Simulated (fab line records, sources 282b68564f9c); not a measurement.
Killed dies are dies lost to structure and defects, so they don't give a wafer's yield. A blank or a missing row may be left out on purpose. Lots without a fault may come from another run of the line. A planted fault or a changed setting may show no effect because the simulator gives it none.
fab line records | flow rit_cmos
record lots=5 wafers=23
route steps=202 shown ACTIVE@4 FOX1@20 NWELL@36 PWELL@40 WELLDRIVE@50 GATE@84 NLDD@105 PLDD@122
start_h: hours from the record's first day to the start of the lot's first wafer shown | wait_h: hours since the lot's step before | " the same as in the row above | L1.1+2: a row that stands for several wafers | - no value, or no start given | * or withheld: withheld | < > ~ a bound
route shown NAME@n: a module of which the file shows steps, and the number in the route of the first | usual: mean/standard deviation of fault-free wafers | same: alike in all rows | chamber/n: place in a boat | sites: the reading at each site | _std_site: their standard deviation | _edge_site: outer sites' mean less inner sites' | radius_mm: how far each site lies from the wafer's centre | mask NAME#n: copy n | behind: the tool/chamber that last shaped the wafer | hold: why the lot was held/for how many hours/how that ended | device: the transistor (n, p or np) that didn't switch | end of line: the same wafers' tests at the end of the route | a step without rows: its recipe alone | killed: dies lost to structure and defects at the first sort, not the wafer's yield | map: a wafer's dies, x killed, . not, _ none there
set.NAME: the setting as run; set.NAME@STEP: as run at that earlier step | model.NAME: the simulator's own value behind a step, which no gauge read
lots whose settings were changed on purpose; a table a step, a row a wafer
## steps
# step RIT_ACTIVE_CVD_03
# recipe material=Si3N4 target_thk_nm=150 temp_c=810 precursor=SiH2Cl2/NH3 time_s=1500 pressure_mtorr=300 sih2cl2_flow_sccm=60 nh3_flow_sccm=150
# columns lot.wafer tool chamber start_h wait_h set.pressure_mtorr model.Si3N4_of_ACTIVE_CVD_03.thk_nm
L074.2 - - - 0.0 344.8 157.8
L074.3 " - " " 344.8 156.1
L074.4 " - " " 344.8 156.7
L074.5 " - " " 344.8 157.3
L074.6 " - " " 344.8 157.1
L077.1+5 - - - 0.1 284.3 147.5
L077.2 " - " " 284.3 147.2
L077.3 " - " " 284.3 146.8
L077.6 " - " " 284.3 147.7
L079.1+4 - - - 0.1 300 149.6
L079.2+3 " - " " 300 149.5
L079.6 " - " " 300 150.7
L082.1 lpcvd-01 0 53.85 0.1 300 152.4
L082.3 " 0 " " 300 152.6
L082.4 " 0 " " 300 152.5
L085.1 - - - 0.1 300 150.9
L085.3 " - " " 300 150.6
L085.4 " - " " 300 151.3
L085.5 " - " " 300 149.8
L085.6 " - " " 300 151.8
# step RIT_ACTIVE_THK_MEAS_04
# recipe reads=Si3N4_of_ACTIVE_CVD_03
# usual ACTIVE_NITRIDE_THK=150.0/1.3
# columns lot.wafer tool chamber start_h wait_h set.pressure_mtorr@ACTIVE_CVD_03 ACTIVE_NITRIDE_THK[nm]
L074.2 film_metro-03 - - - 344.8 157.9
L074.3 " - " " 344.8 156.2
L074.4 " - " " 344.8 156.6
L074.5 " - " " 344.8 157.4
L074.6 " - " " 344.8 157.1
L077.1 film_metro-03 - - - 284.3 147.4
L077.2 " - " " 284.3 147.3
L077.3 " - " " 284.3 146.8
L077.5 " - " " 284.3 147.5
L077.6 " - " " 284.3 147.7
L079.1 film_metro-02 - - - 300 149.7
L079.2 " - " " 300 149.5
L079.3 " - " " 300 149.4
L079.4 " - " " 300 149.7
L079.6 " - " " 300 150.7
L082.1 film_metro-03 - 55.27 0.0 300 152.4
L082.3 " - " " 300 152.6
L082.4 " - " " 300 152.5
L085.1 film_metro-01 - - - 300 150.9
L085.3 " - " " 300 150.6
L085.4 " - " " 300 151.3
L085.5 " - " " 300 149.8
L085.6 " - " " 300 151.8
# step RIT_ACTIVE_EXPOSE_08
# recipe mask_id=M1 na=0.6 source_shape=conventional sigma_outer=0.6 target_cd_nm=1400 dose_mj=225
# columns lot.wafer tool chamber start_h wait_h mask set.dose_mj
L074.2+3 iline_stepper-01 0 16.35 0.1 M1#0 225
L074.4+5+6 " 0 " " M1#0 234.5
L077.1+2+6 iline_stepper-02 0 29.23 0.3 M1#0 241.3
L077.3+5 " 0 " " M1#0 225
L079.1+2+4 iline_stepper-01 0 39.96 0.2 M1#0 238.8
L079.3+6 " 0 " " M1#0 225
L082.1+3+4 iline_stepper-01 0 55.78 0.1 M1#0 225
L085.1+3+5 iline_stepper-02 0 70.91 0.1 M1#0 209
L085.4+6 " 0 " " M1#0 225
# step RIT_ACTIVE_PEB_09
# recipe resist=NOVOLAK temp_c=withheld time_s=withheld
# step RIT_ACTIVE_DEVELOP_10
# recipe resist=NOVOLAK develop_time_s=50 dev_temp_c=23
# step RIT_ACTIVE_CD_MEAS_11
# recipe target_cd_nm=1400
# usual cd_nm=1399.6/1.8
# columns lot.wafer tool chamber start_h wait_h set.dose_mj@ACTIVE_EXPOSE_08 cd_nm
L074.2 cd_sem-01 - 16.75 - 225 1395.5
L074.3 " - " " 225 1397.7
L074.4 " - " " 234.5 1385.7
L074.5 " - " " 234.5 1384.7
L074.6 " - " " 234.5 1383.9
L077.1 cd_sem-01 - 29.83 - 241.3 1380.5
L077.2 " - " " 241.3 1380.9
L077.3 " - " " 225 1400.2
L077.5 " - " " 225 1398.6
L077.6 " - " " 241.3 1379.4
L079.1 cd_sem-02 - 40.36 - 238.8 1384.7
L079.2 " - " " 238.8 1382.6
L079.3 " - " " 225 1399.4
L079.4 " - " " 238.8 1381.8
L079.6 " - " " 225 1400.2
L082.1 cd_sem-02 - 56.18 - 225 1399.9
L082.3 " - " " 225 1399.4
L082.4 " - " " 225 1399.9
L085.1 cd_sem-01 - 71.31 - 209 1419.2
L085.3 " - " " 209 1418.4
L085.4 " - " " 225 1398.9
L085.5 " - " " 209 1420.1
L085.6 " - " " 225 1398.3
# step RIT_ACTIVE_HARDBAKE_12
# recipe resist=NOVOLAK temp_c=140 time_s=60
# step RIT_ACTIVE_ETCH_13
# recipe stop_on=SiO2 chemistry=SF6 target=Si3N4 time_s=210 over_etch_frac=0.4 SF6_flow_sccm=200 pressure_mtorr=260 rf_w=125 target_depth_a=2100
# columns lot.wafer tool chamber start_h wait_h set.pressure_mtorr@ACTIVE_CVD_03 set.dose_mj@ACTIVE_EXPOSE_08 model.ACTIVE.cd_nm model.etch.depth_nm
L074.2 rie_diel-01 2 17.00 0.1 344.8 225 1395 157.8
L074.3 " 3 " " 344.8 225 1398 156.1
L074.4 " 1 " " 344.8 234.5 1385 156.7
L074.5 " 1 " " 344.8 234.5 1384 157.3
L074.6 " 2 " " 344.8 234.5 1384 157.1
L077.1 rie_diel-01 2 30.10 0.1 284.3 241.3 1381 147.5
L077.2 " 0 " " 284.3 241.3 1381 147.2
L077.3 " 1 " " 284.3 225 1400 146.8
L077.5 " 2 " " 284.3 225 1398 147.5
L077.6 " 1 " " 284.3 241.3 1379 147.7
L079.1 rie_diel-03 0 40.89 0.1 300 238.8 1385 149.6
L079.2 " 2 " " 300 238.8 1383 149.5
L079.3 " 3 " " 300 225 1399 149.5
L079.4 " 1 " " 300 238.8 1382 149.6
L079.6 " 3 " " 300 225 1400 150.7
L082.1 rie_diel-03 2 56.45 0.1 300 225 1400 152.4
L082.3 " 1 " " 300 225 1399 152.6
L082.4 " 3 " " 300 225 1400 152.5
L085.1 rie_diel-01 0 71.58 0.1 300 209 1419 150.9
L085.3 " 3 " " 300 209 1418 150.6
L085.4 " 2 " " 300 225 1399 151.3
L085.5 " 2 " " 300 209 1420 149.8
L085.6 " 3 " " 300 225 1398 151.8
# step RIT_ACTIVE_STRIP_14
# recipe chemistry=O2 time_s=180 resist=NOVOLAK platen_temp_c=withheld power_w=500 pressure_mtorr=4000 o2_flow_sccm=4000
# columns lot.wafer tool chamber start_h wait_h set.pressure_mtorr
L074.2+3+4+5+6 plasma_asher-04 1,0,1,0,1 17.13 0.1 3466
L077.1+2+3+5+6 plasma_asher-02 1,0,1,0,1 30.23 0.1 3626
L079.1+2+3+4+6 plasma_asher-03 1,0,1,0,1 41.02 0.1 4000
L082.1+3+4 plasma_asher-03 0,0,1 56.58 0.1 4000
L085.1+3+4+5+6 plasma_asher-03 1,1,0,0,1 71.72 0.1 4198
# step RIT_ACTIVE_CD_MEAS_90
# recipe target_cd_nm=1400
# usual cd_nm=1399.6/1.9
# columns lot.wafer tool chamber start_h wait_h set.dose_mj@ACTIVE_EXPOSE_08 cd_nm
L074.2 cd_sem-02 - 17.33 0.1 225 1395.1
L074.3 " - " " 225 1397.8
L074.4 " - " " 234.5 1385.4
L074.5 " - " " 234.5 1384.1
L074.6 " - " " 234.5 1383.7
L077.1 cd_sem-01 - 30.41 0.1 241.3 1380.5
L077.2 " - " " 241.3 1380.3
L077.3 " - " " 225 1399.9
L077.5 " - " " 225 1397.9
L077.6 " - " " 241.3 1379.7
L079.1 cd_sem-02 - 41.20 0.1 238.8 1384.8
L079.2 " - " " 238.8 1383.1
L079.3 " - " " 225 1399.2
L079.4 " - " " 238.8 1381.9
L079.6 " - " " 225 1400.0
L082.1 cd_sem-02 - 56.76 0.1 225 1400.1
L082.3 " - " " 225 1399.3
L082.4 " - " " 225 1400.1
L085.1 cd_sem-02 - 71.89 0.1 209 1419.4
L085.3 " - " " 209 1418.5
L085.4 " - " " 225 1398.8
L085.5 " - " " 209 1419.8
L085.6 " - " " 225 1398.3
# step RIT_FOX1_OXIDATION_00
# recipe temp_c=1100 ambient=H2O target_thk_a=3507 p_h2o_torr=720 ox_time_s=1130
# columns lot.wafer tool chamber start_h wait_h set.ox_time_s set.pressure_mtorr@ACTIVE_CVD_03 model.SiO2_of_FOX1_OXIDATION_00.thk_nm model.Si3N4_of_ACTIVE_CVD_03.thk_nm
L074.2 - - - 2.5 1045 344.8 341.5 150.6
L074.3 " - " " 1045 344.8 336.9 149
L074.4 " - " " 1045 344.8 334.2 149.5
L074.5 " - " " 1045 344.8 330.6 150.2
L074.6 " - " " 1045 344.8 334.1 150
L077.1 - - - 3.7 995.9 284.3 321.5 140.6
L077.2 " - " " 995.9 284.3 324.8 140.2
L077.3 " - " " 995.9 284.3 322.6 139.8
L077.5 " - " " 995.9 284.3 321.7 140.5
L077.6 " - " " 995.9 284.3 328.9 140.8
L079.1 - - - 0.0 1130 300 344 142.2
L079.2 " - " " 1130 300 352.4 142.1
L079.3 " - " " 1130 300 350.8 142
L079.4 " - " " 1130 300 344.2 142.2
L079.6 " - " " 1130 300 347.9 143.3
L082.1 furnace-04 0 57.57 0.3 1130 300 358 144.9
L082.3 " 0 " " 1130 300 352.8 145.2
L082.4 " 0 " " 1130 300 356.6 145.1
L085.1 - - - 0.0 974.1 300 318.3 144
L085.3 " - " " 974.1 300 317.4 143.7
L085.4 " - " " 974.1 300 319.9 144.4
L085.5 " - " " 974.1 300 316.6 142.9
L085.6 " - " " 974.1 300 315.4 144.9
# step RIT_FOX1_THK_MEAS_01
# recipe reads=SiO2_of_FOX1_OXIDATION_00
# usual FOX1_OXIDE_THK=348/5.8
# columns lot.wafer tool chamber start_h wait_h set.ox_time_s@FOX1_OXIDATION_00 FOX1_OXIDE_THK[nm]
L074.2 film_metro-04 - - - 1045 342
L074.3 " - " " 1045 337
L074.4 " - " " 1045 334
L074.5 " - " " 1045 330
L074.6 " - " " 1045 334
L077.1 film_metro-04 - - - 995.9 321
L077.2 " - " " 995.9 325
L077.3 " - " " 995.9 322
L077.5 " - " " 995.9 322
L077.6 " - " " 995.9 329
L079.1 film_metro-01 - - - 1130 344
L079.2 " - " " 1130 352
L079.3 " - " " 1130 351
L079.4 " - " " 1130 344
L079.6 " - " " 1130 348
L082.1 film_metro-04 - 58.88 0.0 1130 358
L082.3 " - " " 1130 353
L082.4 " - " " 1130 356
L085.1 film_metro-04 - - - 974.1 318
L085.3 " - " " 974.1 317
L085.4 " - " " 974.1 320
L085.5 " - " " 974.1 317
L085.6 " - " " 974.1 315
# step RIT_NWELL_IMPLANT_08
# recipe species=P energy_kev=170 dose_cm2=5e+13 tilt_deg=7
# columns lot.wafer tool chamber start_h wait_h set.dose_cm2
L074.2+6 implanter-03 0 27.26 0.2 5e+13
L074.3+4+5 " 0 " " 5.145e+13
L077.1+2+3+5+6 implanter-03 0 43.23 0.2 5e+13
L079.1+3 implanter-03 0 46.75 0.2 4.814e+13
L079.2+4+6 " 0 " " 5e+13
L082.1+3+4 implanter-03 0 62.66 0.2 5e+13
L085.1+3+6 implanter-03 0 77.55 0.2 5e+13
L085.4+5 " 0 " " 5.132e+13
# step RIT_PWELL_COAT_01
# recipe resist=NOVOLAK spin_rpm=2000 resist_thk_nm=1300
# columns lot.wafer tool chamber start_h wait_h set.resist_thk_nm model.NOVOLAK_of_PWELL_COAT_01.thk_nm
L074.2 litho_track-03 0 27.80 0.1 1232 1238
L074.3 " 0 " " 1232 1235
L074.4+6 " 0 " " 1300 1303
L074.5 " 0 " " 1232 1236
L077.1 litho_track-03 0 43.99 0.1 1300 1305
L077.2 " 0 " " 1242 1250
L077.3 " 0 " " 1242 1243
L077.5 " 0 " " 1300 1306
L077.6 " 0 " " 1242 1247
L079.1 litho_track-02 0 47.29 0.1 1300 1300
L079.2+3 " 0 " " 1300 1296
L079.4 " 0 " " 1300 1297
L079.6 " 0 " " 1300 1299
L082.1 litho_track-03 0 63.20 0.1 1300 1303
L082.3+4 " 0 " " 1300 1301
L085.1 litho_track-01 0 78.09 0.1 1300 1297
L085.3 " 0 " " 1321 1325
L085.4 " 0 " " 1300 1300
L085.5 " 0 " " 1300 1292
L085.6 " 0 " " 1321 1314
# step RIT_PWELL_SOFTBAKE_02
# recipe resist=NOVOLAK temp_c=90 time_s=60
# step RIT_PWELL_EXPOSE_03
# recipe mask_id=M3 na=0.57 target_cd_nm=43700 dose_mj=250
# step RIT_PWELL_DEVELOP_05
# recipe resist=NOVOLAK develop_time_s=68 dev_temp_c=23
# step RIT_PWELL_HARDBAKE_07
# recipe resist=NOVOLAK temp_c=140 time_s=120
# columns lot.wafer tool chamber start_h wait_h set.resist_thk_nm@PWELL_COAT_01 model.NOVOLAK_of_PWELL_COAT_01.thk_nm
L074.2 litho_track-03 0 28.80 0.2 1232 1084
L074.3 " 0 " " 1232 1081
L074.4 " 0 " " 1300 1139
L074.5 " 0 " " 1232 1082
L074.6 " 0 " " 1300 1140
L077.1 litho_track-02 0 44.76 0.0 1300 1141
L077.2 " 0 " " 1242 1094
L077.3 " 0 " " 1242 1088
L077.5 " 0 " " 1300 1142
L077.6 " 0 " " 1242 1092
L079.1 litho_track-01 0 48.05 0.0 1300 1137
L079.2 " 0 " " 1300 1133
L079.3 " 0 " " 1300 1134
L079.4 " 0 " " 1300 1135
L079.6 " 0 " " 1300 1136
L082.1 litho_track-01 0 64.04 0.1 1300 1140
L082.3+4 " 0 " " 1300 1138
L085.1 litho_track-03 0 78.98 0.0 1300 1134
L085.3 " 0 " " 1321 1158
L085.4 " 0 " " 1300 1137
L085.5 " 0 " " 1300 1130
L085.6 " 0 " " 1321 1149
# step RIT_PWELL_IMPLANT_08
# recipe species=B energy_kev=170 dose_cm2=6.942e+13 tilt_deg=7
# step RIT_PWELL_STRIP_09
# recipe chemistry=O2 time_s=180 resist=NOVOLAK platen_temp_c=withheld power_w=500 pressure_mtorr=4000 o2_flow_sccm=4000
# step RIT_WELLDRIVE_ANNEAL_00
# recipe temp_c=1100 time_s=14700 ambient=N2
# step RIT_WELLDRIVE_RS_MEAS_01
# recipe thk_meas_gauge=four-point-probe
# usual NWELL_RS=275.3/0.67
# columns lot.wafer tool chamber start_h wait_h set.dose_cm2@NWELL_IMPLANT_08 NWELL_RS[ohm/sq]
L074.2 film_metro-04 - 34.50 0.0 5e+13 275.9
L074.3 " - " " 5.145e+13 270.8
L074.4 " - " " 5.145e+13 270.1
L074.5 " - " " 5.145e+13 270.2
L074.6 " - " " 5e+13 275.5
L077.1 film_metro-01 - 50.89 0.0 5e+13 276.8
L077.2 " - " " 5e+13 276.7
L077.3 " - " " 5e+13 276.4
L077.5 " - " " 5e+13 277.0
L077.6 " - " " 5e+13 276.7
L079.1 film_metro-03 - 54.69 0.0 4.814e+13 282.5
L079.2 " - " " 5e+13 275.0
L079.3 " - " " 4.814e+13 281.1
L079.4 " - " " 5e+13 275.0
L079.6 " - " " 5e+13 273.9
L082.1 film_metro-01 - 71.94 0.0 5e+13 275.7
L082.3 " - " " 5e+13 275.2
L082.4 " - " " 5e+13 275.1
L085.1 film_metro-04 - 86.69 0.0 5e+13 274.9
L085.3 " - " " 5e+13 275.4
L085.4 " - " " 5.132e+13 271.4
L085.5 " - " " 5.132e+13 270.5
L085.6 " - " " 5e+13 275.5
# step RIT_GATE_CVD_08
# recipe material=poly-Si target_thk_nm=250 temp_c=610 precursor=SiH4 time_s=2220 pressure_mtorr=300 sih4_flow_sccm=100
# columns lot.wafer tool chamber start_h wait_h set.time_s model.poly-Si_of_GATE_CVD_08.thk_nm
L074.2 - - - 0.0 2098 232.1
L074.3 " - " " 2098 235.2
L074.4 " - " " 2098 233.8
L074.5 " - " " 2098 232.5
L074.6 " - " " 2098 234.8
L077.1 - - - 0.1 1983 224.8
L077.2+3+5 " - " " 1983 224.7
L077.6 " - " " 1983 225.4
L079.1 - - - 0.3 1915 216.3
L079.2 " - " " 1915 218.5
L079.3 " - " " 1915 220
L079.4 " - " " 1915 217.8
L079.6 " - " " 1915 217.9
L082.1 lpcvd-01 1 82.38 0.1 2220 249.9
L082.3 " 1 " " 2220 249.6
L082.4 " 1 " " 2220 249.8
L085.1 - - - 0.1 2096 234.5
L085.3 " - " " 2096 234.4
L085.4 " - " " 2096 234.7
L085.5 " - " " 2096 233.9
L085.6 " - " " 2096 233.7
# step RIT_GATE_THK_MEAS_09
# recipe reads=poly-Si_of_GATE_CVD_08
# usual GATE_POLY_THK=249.9/2.3
# columns lot.wafer tool chamber start_h wait_h set.time_s@GATE_CVD_08 GATE_POLY_THK[nm]
L074.2 film_metro-04 - - - 2098 231.9
L074.3 " - " " 2098 235.3
L074.4 " - " " 2098 233.9
L074.5 " - " " 2098 232.8
L074.6 " - " " 2098 234.8
L077.1 film_metro-04 - - - 1983 224.9
L077.2 " - " " 1983 224.7
L077.3 " - " " 1983 224.8
L077.5 " - " " 1983 224.5
L077.6 " - " " 1983 225.6
L079.1 film_metro-04 - - - 1915 216.3
L079.2 " - " " 1915 218.5
L079.3 " - " " 1915 219.9
L079.4 " - " " 1915 217.9
L079.6 " - " " 1915 217.8
L082.1 film_metro-04 - 83.99 0.0 2220 249.8
L082.3 " - " " 2220 249.4
L082.4 " - " " 2220 249.7
L085.1 film_metro-04 - - - 2096 234.5
L085.3 " - " " 2096 234.5
L085.4 " - " " 2096 234.8
L085.5 " - " " 2096 233.7
L085.6 " - " " 2096 233.7
# step RIT_NLDD_SOFTBAKE_02
# recipe resist=NOVOLAK temp_c=90 time_s=60
# columns lot.wafer tool chamber start_h wait_h set.temp_c
L074.2+3+5 litho_track-03 0 49.99 0.1 92.85
L074.4+6 " 0 " " 90
L077.1+2 litho_track-01 0 64.96 0.1 87.36
L077.3+5+6 " 0 " " 90
L079.1+2+3+4+6 litho_track-02 0 68.54 0.1 90
L082.1+3+4 litho_track-02 0 89.60 0.1 90
L085.1+3+4+5+6 litho_track-03 0 102.00 0.1 90
# step RIT_NLDD_EXPOSE_03
# recipe mask_id=M7 na=0.57 target_cd_nm=40700 dose_mj=250
# step RIT_NLDD_PEB_04
# recipe resist=NOVOLAK temp_c=withheld time_s=withheld
# step RIT_NLDD_DEVELOP_05
# recipe resist=NOVOLAK develop_time_s=50 dev_temp_c=23
# columns lot.wafer tool chamber start_h wait_h set.temp_c@NLDD_SOFTBAKE_02 model.NOVOLAK_of_NLDD_COAT_01.thk_nm
L074.2 litho_track-02 0 - - 92.85 991.1
L074.3 " 0 " " 92.85 991.5
L074.4 " 0 " " 90 997.2
L074.5 " 0 " " 92.85 991.3
L074.6 " 0 " " 90 998.9
L077.1 litho_track-03 0 - - 87.36 1004
L077.2 " 0 " " 87.36 1007
L077.3 " 0 " " 90 996.3
L077.5 " 0 " " 90 996.9
L077.6 " 0 " " 90 998.5
L079.1 litho_track-02 0 - - 90 1004
L079.2+3 " 0 " " 90 1003
L079.4+6 " 0 " " 90 1002
L082.1 litho_track-01 0 - - 90 997.5
L082.3 " 0 " " 90 998.4
L082.4 " 0 " " 90 999.1
L085.1 litho_track-02 0 - - 90 1005
L085.3 " 0 " " 90 1001
L085.4+5+6 " 0 " " 90 1003
# step RIT_PLDD_IMPLANT_08
# recipe species=BF2 energy_kev=20 dose_cm2=9e+14 tilt_deg=7
# columns lot.wafer tool chamber start_h wait_h set.energy_kev model.implant.rp_nm model.implant.drp_nm
L074.2+4+5 implanter-02 0 52.63 0.1 19.31 17.51 9.514
L074.3+6 " 0 " " 20 17.99 9.752
L077.1+5 implanter-01 0 67.37 0.1 19.63 17.67 9.625
L077.2+3+6 " 0 " " 20 17.93 9.752
L079.1+6 implanter-03 0 71.07 0.1 20 17.23 9.752
L079.2+3+4 " 0 " " 20.49 17.56 9.919
L082.1+3+4 implanter-01 0 92.11 0.1 20 17.39 9.752
L085.1+3+4 implanter-03 0 104.46 0.1 19.4 16.8 9.545
L085.5+6 " 0 " " 20 17.2 9.752
## key
split step=RIT_ACTIVE_CVD_03 setting=pressure_mtorr stated=300 by=lot
response step=RIT_ACTIVE_CVD_03 reading=model.Si3N4_of_ACTIVE_CVD_03.thk_nm change=+0.456 per=1% r=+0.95
response step=RIT_ACTIVE_THK_MEAS_04 reading=ACTIVE_NITRIDE_THK change=+0.456 per=1% r=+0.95
response step=RIT_ACTIVE_ETCH_13 reading=model.etch.depth_nm change=+0.456 per=1% r=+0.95
response step=RIT_FOX1_OXIDATION_00 reading=model.Si3N4_of_ACTIVE_CVD_03.thk_nm change=+0.452 per=1% r=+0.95
split step=RIT_ACTIVE_EXPOSE_08 setting=dose_mj stated=225 by=wafer
response step=RIT_ACTIVE_CD_MEAS_11 reading=cd_nm change=-2.76 per=1% r=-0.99
response step=RIT_ACTIVE_ETCH_13 reading=model.ACTIVE.cd_nm change=-2.73 per=1% r=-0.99
response step=RIT_ACTIVE_CD_MEAS_90 reading=cd_nm change=-2.74 per=1% r=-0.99
split step=RIT_ACTIVE_STRIP_14 setting=pressure_mtorr stated=4000 by=lot
response none clear
split step=RIT_FOX1_OXIDATION_00 setting=ox_time_s stated=1130 by=lot
response step=RIT_FOX1_OXIDATION_00 reading=model.SiO2_of_FOX1_OXIDATION_00.thk_nm change=+2.35 per=1% r=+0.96
response step=RIT_FOX1_THK_MEAS_01 reading=FOX1_OXIDE_THK change=+2.35 per=1% r=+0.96
split step=RIT_NWELL_IMPLANT_08 setting=dose_cm2 stated=5e+13 by=wafer
response step=RIT_WELLDRIVE_RS_MEAS_01 reading=NWELL_RS change=-1.84 per=1% r=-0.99
split step=RIT_PWELL_COAT_01 setting=resist_thk_nm stated=1300 by=wafer
response step=RIT_PWELL_COAT_01 reading=model.NOVOLAK_of_PWELL_COAT_01.thk_nm change=+13 per=1% r=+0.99
response step=RIT_PWELL_HARDBAKE_07 reading=model.NOVOLAK_of_PWELL_COAT_01.thk_nm change=+11.2 per=1% r=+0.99
split step=RIT_GATE_CVD_08 setting=time_s stated=2220 by=lot
response step=RIT_GATE_CVD_08 reading=model.poly-Si_of_GATE_CVD_08.thk_nm change=+2.17 per=1% r=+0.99
response step=RIT_GATE_THK_MEAS_09 reading=GATE_POLY_THK change=+2.16 per=1% r=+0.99
split step=RIT_NLDD_SOFTBAKE_02 setting=temp_c stated=90 by=wafer
response step=RIT_NLDD_DEVELOP_05 reading=model.NOVOLAK_of_NLDD_COAT_01.thk_nm change=-2.48 per=1% r=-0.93
split step=RIT_PLDD_IMPLANT_08 setting=energy_kev stated=20 by=wafer
response step=RIT_PLDD_IMPLANT_08 reading=model.implant.rp_nm change=+0.138 per=1% r=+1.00
response step=RIT_PLDD_IMPLANT_08 reading=model.implant.drp_nm change=+0.0687 per=1% r=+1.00
